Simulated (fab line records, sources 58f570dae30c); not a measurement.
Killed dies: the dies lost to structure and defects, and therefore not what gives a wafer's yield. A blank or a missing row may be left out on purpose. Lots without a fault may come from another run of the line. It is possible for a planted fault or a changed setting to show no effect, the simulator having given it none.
fab line records	flow berkeley_cmos170
record: lots: 5	wafers: 23
route steps=331 shown SILICIDE@211 V2@294 M3@314
start_h: hours from the record's opening day to when the first of the lot's shown wafers began	wait_h: time in hours since the lot's previous step	" unchanged from the row above	L1.1+2: a row that stands for several wafers	- no value, or no start given	* or withheld: withheld	< > ~ a bound
route shown NAME@n: NAME is a module with steps in the file, n the number in the route of the first one	usual: average and standard deviation across the fault-free wafers	same: alike in all rows	chamber/n: place in a boat	sites: readings site by site	_std_site: standard deviation of those values	_edge_site: the outer-site mean with the inner-site mean subtracted	radius_mm: for every site, how far away it sits from the centre of the wafer	mask NAME#n: copy n	behind: the last tool/chamber to shape the wafer	hold: reason for holding the lot/hours on hold/outcome of the hold	device: which transistor (n, p or np) failed to switch	end of line: tests of these same wafers at the route's end	step lacking rows: just its recipe	killed: at the first sort, the dies lost to defects and structure; wafer yield is something else	map: per-die view of a wafer (x killed, . not killed, _ where there is no die)
set.NAME: the setting that was run; set.NAME@STEP: the one run at that earlier step	model.NAME: the simulator's own value behind a step, which no gauge read
lots where settings were altered on purpose, with a table for each step and a row for each wafer
== steps ==
step: UCB170_SILICIDE_SPUTTER_01
recipe: material: Ti	target_thk_nm: 30	time_s: 25	power_w: 1500	chamber_pressure_pa: 0.5
lot.wafer	tool	chamber	start_h	wait_h	set.time_s	model.Ti_of_SILICIDE_SPUTTER_01.thk_nm
L074.1	pvd_sputter-02	-	130.90	0.0	27.93	33.57
L074.2	"	-	"	"	27.93	33.6
L074.4	"	-	"	"	25	29.7
L074.5	"	-	"	"	25	30.02
L074.6	"	-	"	"	25	30.03
L077.1	pvd_sputter-03	-	137.85	0.0	25	30.33
L077.3	"	-	"	"	25	30.17
L077.4	"	-	"	"	25	30.27
L077.5	"	-	"	"	25	30.15
L077.6	"	-	"	"	25	30.23
L076.1	pvd_sputter-04	-	138.32	0.0	25	29.87
L076.2	"	-	"	"	25	30.08
L076.4	"	-	"	"	25	30.01
L078.1	pvd_sputter-03	-	147.43	0.0	25	29.71
L078.2	"	-	"	"	22.4	26.69
L078.4	"	-	"	"	22.4	26.68
L078.5	"	-	"	"	22.4	27
L078.6	"	-	"	"	25	29.65
L082.1	pvd_sputter-02	-	165.51	0.0	26.15	31.49
L082.2	"	-	"	"	25	29.95
L082.4	"	-	"	"	25	30.16
L082.5	"	-	"	"	25	30.47
L082.6	"	-	"	"	26.15	31.38
step: UCB170_SILICIDE_RS_MEAS_02
recipe: thk_meas_gauge: four-point-probe	reads: Ti_of_SILICIDE_SPUTTER_01
usual: SILICIDE_TI_RS: 26.1/0.33
lot.wafer	tool	chamber	start_h	wait_h	set.time_s@SILICIDE_SPUTTER_01	SILICIDE_TI_RS[ohm/sq]
L074.1	film_metro-02	-	130.93	0.0	27.93	22.9
L074.2	"	-	"	"	27.93	22.9
L074.4	"	-	"	"	25	26.4
L074.5	"	-	"	"	25	26.1
L074.6	"	-	"	"	25	26.1
L077.1	film_metro-02	-	137.88	0.0	25	25.8
L077.3	"	-	"	"	25	26.0
L077.4	"	-	"	"	25	25.9
L077.5	"	-	"	"	25	26.0
L077.6	"	-	"	"	25	25.9
L076.1	film_metro-02	-	138.35	0.0	25	26.3
L076.2	"	-	"	"	25	26.1
L076.4	"	-	"	"	25	26.1
L078.1	film_metro-02	-	147.46	0.0	25	26.4
L078.2	"	-	"	"	22.4	30.0
L078.4	"	-	"	"	22.4	30.0
L078.5	"	-	"	"	22.4	29.6
L078.6	"	-	"	"	25	26.5
L082.1	film_metro-02	-	165.54	0.0	26.15	24.7
L082.2	"	-	"	"	25	26.1
L082.4	"	-	"	"	25	26.0
L082.5	"	-	"	"	25	25.7
L082.6	"	-	"	"	26.15	24.8
step: UCB170_SILICIDE_THK_MEAS_03
recipe: thk_meas_gauge: xrf	reads: Ti_of_SILICIDE_SPUTTER_01
usual: SILICIDE_TI_THK: 30.1/0.35
lot.wafer	tool	chamber	start_h	wait_h	set.time_s@SILICIDE_SPUTTER_01	SILICIDE_TI_THK[nm]
L074.1	film_metro-02	-	131.05	0.1	27.93	33.6
L074.2	"	-	"	"	27.93	33.6
L074.4	"	-	"	"	25	29.6
L074.5	"	-	"	"	25	30.1
L074.6	"	-	"	"	25	30.1
L077.1	film_metro-02	-	138.00	0.1	25	30.4
L077.3	"	-	"	"	25	30.2
L077.4	"	-	"	"	25	30.4
L077.5	"	-	"	"	25	30.2
L077.6	"	-	"	"	25	30.3
L076.1	film_metro-02	-	138.47	0.1	25	29.9
L076.2	"	-	"	"	25	30.1
L076.4	"	-	"	"	25	30.0
L078.1	film_metro-02	-	147.58	0.1	25	29.6
L078.2	"	-	"	"	22.4	26.7
L078.4	"	-	"	"	22.4	26.7
L078.5	"	-	"	"	22.4	27.0
L078.6	"	-	"	"	25	29.6
L082.1	film_metro-02	-	165.66	0.1	26.15	31.6
L082.2	"	-	"	"	25	29.9
L082.4	"	-	"	"	25	30.2
L082.5	"	-	"	"	25	30.6
L082.6	"	-	"	"	26.15	31.4
step: UCB170_V2_CMP_02
recipe: material: SiO2	down_force_psi: 6	platen_rpm: 60	pad_velocity_m_s: 0.75398
lot.wafer	tool	chamber	start_h	wait_h	set.leave_above_ref_nm	model.SiO2_of_V2_CVD_00.thk_nm
L074.2+6	cmp-02	2,3	150.98	0.0	1000	1000
L074.4	"	3	"	"	1000	999.5
L074.1	"	0	"	"	1000	1002
L074.5	"	2	"	"	1000	1001
L077.1	cmp-01	1	157.87	0.1	1000	998.8
L077.4	"	2	"	"	1000	1000
L077.3	"	3	"	"	1000	998.7
L077.6	"	0	"	"	942.5	942.9
L077.5	"	1	"	"	942.5	942
L076.2	cmp-02	2	158.48	0.1	1000	998.7
L076.1	"	3	"	"	1000	999.9
L076.4	"	0	"	"	1000	1003
L078.4	cmp-01	0	166.82	0.0	1000	1002
L078.2	"	1	"	"	944.4	943.3
L078.1	"	2	"	"	944.4	944.5
L078.5	"	0	"	"	944.4	946.3
L078.6	"	1	"	"	1000	1000
L082.2	cmp-02	0	183.98	0.1	1043	1045
L082.1	"	1	"	"	1000	999
L082.4	"	2	"	"	1000	999.5
L082.5	"	3	"	"	1043	1042
L082.6	"	0	"	"	1000	1001
step: UCB170_V2_THK_MEAS_04
recipe: reads: SiO2_of_V2_CVD_00
usual: V2_POLISHED_THK: 999.8/1.5
lot.wafer	tool	chamber	start_h	wait_h	set.leave_above_ref_nm@V2_CMP_02	V2_POLISHED_THK[nm]
L074.1	film_metro-02	-	151.40	0.1	1000	1002.7
L074.2	"	-	"	"	1000	1000.3
L074.4	"	-	"	"	1000	998.4
L074.5	"	-	"	"	1000	999.4
L074.6	"	-	"	"	1000	1000.2
L077.1	film_metro-04	-	158.24	0.1	1000	999.0
L077.3	"	-	"	"	1000	998.7
L077.4	"	-	"	"	1000	1000.4
L077.5	"	-	"	"	942.5	942.2
L077.6	"	-	"	"	942.5	943.0
L076.1	film_metro-01	-	158.85	0.1	1000	999.6
L076.2	"	-	"	"	1000	999.2
L076.4	"	-	"	"	1000	1003.6
L078.1	film_metro-02	-	167.24	0.1	944.4	944.9
L078.2	"	-	"	"	944.4	943.0
L078.4	"	-	"	"	1000	1002.1
L078.5	"	-	"	"	944.4	946.8
L078.6	"	-	"	"	1000	999.5
L082.1	film_metro-02	-	184.35	0.1	1000	998.4
L082.2	"	-	"	"	1043	1045.9
L082.4	"	-	"	"	1000	999.9
L082.5	"	-	"	"	1043	1041.7
L082.6	"	-	"	"	1000	1000.1
step: UCB170_M3_COAT_05
recipe: resist: KrF	spin_rpm: 1500	resist_thk_nm: 900
lot.wafer	tool	chamber	start_h	wait_h	set.resist_thk_nm	model.KrF_of_M3_COAT_05.thk_nm
L074.1	litho_track-02	0	154.07	0.1	931.2	927.7
L074.2	"	0	"	"	931.2	930.5
L074.4	"	0	"	"	931.2	926.8
L074.5	"	0	"	"	900	894.6
L074.6	"	0	"	"	900	900.2
L077.1	litho_track-01	0	160.36	0.1	930.1	926.7
L077.3	"	0	"	"	900	896.4
L077.4	"	0	"	"	930.1	927.7
L077.5	"	0	"	"	930.1	925.5
L077.6	"	0	"	"	900	895.8
L076.1	litho_track-04	0	164.10	0.1	900	902.4
L076.2+4	"	0	"	"	900	902.5
L078.1	litho_track-04	0	169.66	0.1	900	903.7
L078.2	"	0	"	"	857.9	856.8
L078.4	"	0	"	"	900	903.5
L078.5	"	0	"	"	900	902.5
L078.6	"	0	"	"	857.9	859.5
L082.1	litho_track-04	0	186.98	0.1	900	906.5
L082.2+6	"	0	"	"	900	907.4
L082.4	"	0	"	"	900	905.4
L082.5	"	0	"	"	900	906
step: UCB170_M3_SOFTBAKE_06
recipe: resist: KrF	temp_c: 130	time_s: 60
step: UCB170_M3_STRIP_07
recipe: chemistry: O2	power_w: 400	pressure_mtorr: 3500	platen_temp_c: withheld	o2_flow_sccm: 400	overash_fraction: 0.5
usual: strip_time_to_endpoint_s: 21.97/0.09
lot.wafer	tool	chamber	start_h	wait_h	set.resist_thk_nm@M3_COAT_05	strip_time_to_endpoint_s
L074.1	plasma_asher-02	0	154.37	0.1	931.2	22.62
L074.2	"	1	"	"	931.2	22.70
L074.4	"	0	"	"	931.2	22.62
L074.5	"	1	"	"	900	21.84
L074.6	"	0	"	"	900	21.97
L077.1	plasma_asher-04	1	160.66	0.1	930.1	22.61
L077.3	"	0	"	"	900	21.86
L077.4	"	1	"	"	930.1	22.62
L077.5	"	1	"	"	930.1	22.58
L077.6	"	0	"	"	900	21.85
L076.1	plasma_asher-03	0	164.40	0.1	900	22.04
L076.2	"	1	"	"	900	22.03
L076.4	"	1	"	"	900	22.02
L078.1	plasma_asher-04	1	169.96	0.1	900	22.06
L078.2	"	0	"	"	857.9	20.94
L078.4	"	0	"	"	900	22.06
L078.5	"	0	"	"	900	22.01
L078.6	"	1	"	"	857.9	21.00
L082.1	plasma_asher-02	1	187.28	0.1	900	22.13
L082.2	"	0	"	"	900	22.14
L082.4	"	0	"	"	900	22.10
L082.5	"	1	"	"	900	22.11
L082.6	"	0	"	"	900	22.15
== key ==
split: step: UCB170_SILICIDE_SPUTTER_01	setting: time_s	stated: 25	by: wafer
response: step: UCB170_SILICIDE_SPUTTER_01	reading: model.Ti_of_SILICIDE_SPUTTER_01.thk_nm	change: +0.295	per: 1%	r: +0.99
response: step: UCB170_SILICIDE_RS_MEAS_02	reading: SILICIDE_TI_RS	change: -0.301	per: 1%	r: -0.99
response: step: UCB170_SILICIDE_THK_MEAS_03	reading: SILICIDE_TI_THK	change: +0.294	per: 1%	r: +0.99
split: step: UCB170_V2_CMP_02	setting: leave_above_ref_nm	stated: 1000	by: wafer
response: step: UCB170_V2_CMP_02	reading: model.SiO2_of_V2_CVD_00.thk_nm	change: +10	per: 1%	r: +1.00
response: step: UCB170_V2_THK_MEAS_04	reading: V2_POLISHED_THK	change: +10	per: 1%	r: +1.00
split: step: UCB170_M3_COAT_05	setting: resist_thk_nm	stated: 900	by: wafer
response: step: UCB170_M3_COAT_05	reading: model.KrF_of_M3_COAT_05.thk_nm	change: +9.32	per: 1%	r: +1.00
response: step: UCB170_M3_STRIP_07	reading: strip_time_to_endpoint_s	change: *	per: 1%	r: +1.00
